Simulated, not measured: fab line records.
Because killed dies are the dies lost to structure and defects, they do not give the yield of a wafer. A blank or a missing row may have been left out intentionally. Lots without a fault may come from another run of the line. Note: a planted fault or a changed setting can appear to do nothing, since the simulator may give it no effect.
2 desks, one fault | flow berkeley-cmos170 | every desk sees just its own numbers, and what lay behind them comes last

== AT THE TOOL OWNER'S DESK: furnace-03 ==
The tool's own readings at UCB170_PWELL_OXIDATION_02 (target thk 26.4 nm, ox time 1260 s): means of the sampled wafers that have a number, for each lot that ran on this tool. A lot is out of limits, marked OUT, if its mean lies more than 4 standard deviations from the usual mean; the brackets give that distance.
Columns: A = spike-tc-centre-C at UCB170_PWELL_OXIDATION_02, usual 1002.3 C; B = spike-tc-load-C at UCB170_PWELL_OXIDATION_02, usual 1027.3 C; C = spike-tc-source-C at UCB170_PWELL_OXIDATION_02, usual 1024.2 C; D = tube-center-temp-C at UCB170_PWELL_OXIDATION_02, usual 999.99 C; E = tube_center_temp_C_max at UCB170_PWELL_OXIDATION_02, usual 1002.6; F = zone-power-source-pct at UCB170_PWELL_OXIDATION_02, usual 35 %
lot  | first seen here | A               | B               | C               | D                        | E               | F
L951 | day 2 06:40     | 1003.0          | 1027.8          | 1025.2          | 999.96                   | 1002.2          | 31
L959 | day 4 11:26     | 1003.2          | 1027.6          | 1023.8          | 1000.05                  | 1003.0          | 31
L960 | day 4 11:26     | 1004.3          | 1027.3          | 1024.7          | 1000.10                  | 1002.5          | 32
L961 | day 4 11:26     | 1003.6          | 1026.6          | 1024.7          | 999.95                   | 1002.6          | 32
L967 | day 5 22:31     | 963.8 (-30) OUT | 987.6 (-14) OUT | 984.9 (-25) OUT | 960.75 (-99 or more) OUT | 963.0 (-94) OUT | 29
L968 | day 6 01:13     | 963.9 (-30) OUT | 986.9 (-14) OUT | 984.9 (-25) OUT | 960.79 (-99 or more) OUT | 963.3 (-94) OUT | 29
L969 | day 6 09:30     | 963.6 (-30) OUT | 987.2 (-14) OUT | 984.5 (-25) OUT | 960.85 (-99 or more) OUT | 963.2 (-94) OUT | 29
This desk's finding: out of limits on L967, L968, L969; first on L967, day 5 22:31 (spike-tc-centre-C at UCB170_PWELL_OXIDATION_02). In limits: L951, L959, L960, L961.

== THE METROLOGY DESK ==
What the gauges read for every lot (on any tool): the sampled wafers with a number, averaged. A lot is out of limits, marked OUT, if its mean lies more than 4 standard deviations from the usual mean; the brackets give that distance.
Columns: A = PWELL_OXIDE_THK at UCB170_PWELL_THK_MEAS_03, usual 26.3 nm; B = WELLDRIVE_OXIDE_THK at UCB170_WELLDRIVE_THK_MEAS_02, usual 198 nm; C = PFIELD_OVL at UCB170_PFIELD_OVL_MEAS_06, usual 0 nm; D = NVT_OVL at UCB170_NVT_OVL_MEAS_06, usual 2 nm
lot  | first seen here | A              | B   | C  | D
L951 | day 2 08:01     | 27.0           | 196 | 1  | 6
L953 | day 2 17:24     | 25.6           | 202 | 4  | 0
L954 | day 3 02:17     | 26.6           | 198 | 2  | 9
L956 | day 3 15:18     | 27.0           | 212 | 2  | -3
L957 | day 3 20:53     | 25.9           | 195 | -3 | 1
L961 | day 4 12:47     | 26.9           | 192 | -1 | 2
L959 | day 4 12:47     | 26.1           | 199 | -1 | -4
L960 | day 4 12:48     | 26.2           | 195 | 3  | -3
L965 | day 5 16:16     | 25.9           | 192 | -2 | 4
L967 | day 5 23:53     | 17.2 (-19) OUT | 190 | -8 | 5
L968 | day 6 02:35     | 17.4 (-18) OUT | 198 | -6 | -1
L969 | day 6 10:51     | 18.3 (-16) OUT | 198 | 7  | 10
L972 | day 6 23:30     | 25.9           | 202 | 7  | -4
L973 | day 6 23:31     | 25.8           | 201 | 7  | -0
L974 | day 7 07:31     | 26.7           | 195 | -4 | 9
Per this desk, out of limits: L967, L968, L969; the first was L967, day 5 23:53 (PWELL_OXIDE_THK at UCB170_PWELL_THK_MEAS_03). In limits: L951, L953, L954, L956, L957, L961, L959, L960, L965, L972, L973, L974.

== BROUGHT TOGETHER ==
An alarm could have come from the tool owner's desk at day 5 22:31, on L967, L968, L969.
The metrology desk could have raised an alarm at day 5 23:53, on L967, L968, L969.
Of the lots named, all ran UCB170_PWELL_OXIDATION_02 on furnace-03.

== WHAT THE SIMULATOR HAD INSERTED ==
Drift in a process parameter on furnace-03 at UCB170_PWELL_OXIDATION_02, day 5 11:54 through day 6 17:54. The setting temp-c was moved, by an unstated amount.
Shown lots that were struck: L967, L968, L969.
Hours from the fault's start to each desk's first reading out of limits: the tool owner's desk, 11; the metrology desk, 12.
